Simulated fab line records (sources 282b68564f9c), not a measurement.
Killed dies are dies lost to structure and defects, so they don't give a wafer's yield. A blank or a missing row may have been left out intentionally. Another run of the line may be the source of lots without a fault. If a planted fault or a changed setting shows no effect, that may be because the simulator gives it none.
What tool caused it?    flow rit-cmos    Sampling: 13 lots, 39 wafers, 2 of 202 route steps

WHAT THE GAUGES READ, wafer by wafer
The record lacks any reading of a measuring or inspecting step that a usual standard deviation could be used to judge.

TOOL THAT RAN EACH LOT (tool first, then ch and the chambers of the sampled wafers, then the start)
lot   RIT_ACTIVE_CLEAN_15             RIT_M1_PROBE_99
L461  wet-bench-03 ch 2, day 1 16:21  prober-01, day 3 21:37
L462  wet-bench-03 ch 0, day 1 23:23  prober-02, day 4 04:01
L463  wet-bench-02 ch 0, day 2 04:41  prober-01, day 4 09:39
L464  wet-bench-03 ch 1, day 2 08:13  prober-02, day 4 12:46
L465  wet-bench-02 ch 1, day 2 13:59  prober-02, day 4 14:13
L466  wet-bench-02 ch 0, day 2 17:40  prober-01, day 4 20:42
L469  wet-bench-02 ch 3, day 3 10:56  prober-02, day 5 11:53
L470  wet-bench-02 ch 1, day 3 15:29  prober-01, day 5 17:31
L471  wet-bench-01 ch 0, day 3 17:25  prober-02, day 5 19:04
L473  wet-bench-02 ch 2, day 4 04:41  prober-02, day 6 03:16
L474  wet-bench-02 ch 2, day 4 09:08  prober-01, day 6 08:26
L475  wet-bench-01 ch 2, day 4 14:09  prober-02, day 6 16:07
L483  wet-bench-02 ch 2, day 6 05:52  prober-01, day 8 06:50
- RIT_ACTIVE_CLEAN_15: cleans in SC1, time 600 s.
- RIT_M1_PROBE_99

AS READ BY THE TOOLS THEMSELVES (means over the sampled wafers that have a number; for cases with no such wafer, the mark the record gives instead)
RIT_ACTIVE_CLEAN_15.
lot   tool          bath-heat-duty-pct (%)
L461  wet-bench-03  14.2
L462  wet-bench-03  16.3
L463  wet-bench-02  13.7
L464  wet-bench-03  15.2
L465  wet-bench-02  17.9
L466  wet-bench-02  13.3
L469  wet-bench-02  13.3
L470  wet-bench-02  17.1
L471  wet-bench-01  14.8
L473  wet-bench-02  16.0
L474  wet-bench-02  16.1
L475  wet-bench-01  18.1
L483  wet-bench-02  15.3

RIT_M1_PROBE_99.
lot   tool       killed_at_M0_to_M3  killed-at-contacts  killed-at-front-end  killed-dies  killed-on-rim  killed-open  killed-short
L461  prober-01  0.0                 0.3                 6.0                  6.3          2.3            2.7          3.7
L462  prober-02  0.0                 0.0                 11.7                 11.7         3.3            6.7          5.0
L463  prober-01  0.0                 0.0                 8.0                  8.0          3.0            5.0          3.0
L464  prober-02  0.0                 0.0                 7.3                  7.3          2.3            4.3          3.0
L465  prober-02  0.0                 0.3                 4.7                  5.0          1.3            2.3          2.7
L466  prober-01  0.0                 0.3                 6.3                  6.7          2.7            4.3          2.3
L469  prober-02  0.0                 0.0                 6.0                  6.0          1.0            2.3          3.3
L470  prober-01  0.3                 0.0                 5.7                  6.0          1.7            3.3          2.7
L471  prober-02  0.0                 0.3                 7.3                  7.7          3.0            4.0          3.7
L473  prober-02  0.0                 0.0                 6.0                  6.0          0.7            2.0          4.0
L474  prober-01  0.0                 0.3                 5.3                  5.7          2.0            2.7          3.0
L475  prober-02  0.0                 0.0                 6.3                  6.3          1.3            3.3          3.0
L483  prober-01  0.0                 0.0                 31.3                 31.3         12.3           3.3          3.7

THE ANSWER, worked out from the rows above alone
Rule: the usual values come from the lots themselves. The widest of any qualifying gaps counts: lots, ordered by their means at a reading, are off when they make up no more than a third of the lots, leave a main group of 4 or more, and stand apart from it by 3 or more times the standard deviation of that group's means. Not used: any main group whose means are identical at the precision the tables above print for the reading. A lot without any number at a reading at which 4 lots or more have one is off too. All remaining lots with rows at the step are treated as sound. Order of review: gauges by route order, followed by the tools' own readings, for which a lot's mean as printed above is used. The first step at which some lot is off is used, and at that step the reading that is off furthest; a lot without a number counts as furthest.
Off, at RIT_M1_PROBE_99 on killed-dies: L483. The main group: mean 6.9, standard deviation 1.7.
A tool fits if, at that step or a process step before it, it ran every lot that is off, and no sound lot after the first of them. 2 tools fit, wet-bench-02 at RIT_ACTIVE_CLEAN_15 and prober-01 at RIT_M1_PROBE_99, so this cannot tell which one it is.

WHAT HAD BEEN PUT IN BY THE SIMULATOR
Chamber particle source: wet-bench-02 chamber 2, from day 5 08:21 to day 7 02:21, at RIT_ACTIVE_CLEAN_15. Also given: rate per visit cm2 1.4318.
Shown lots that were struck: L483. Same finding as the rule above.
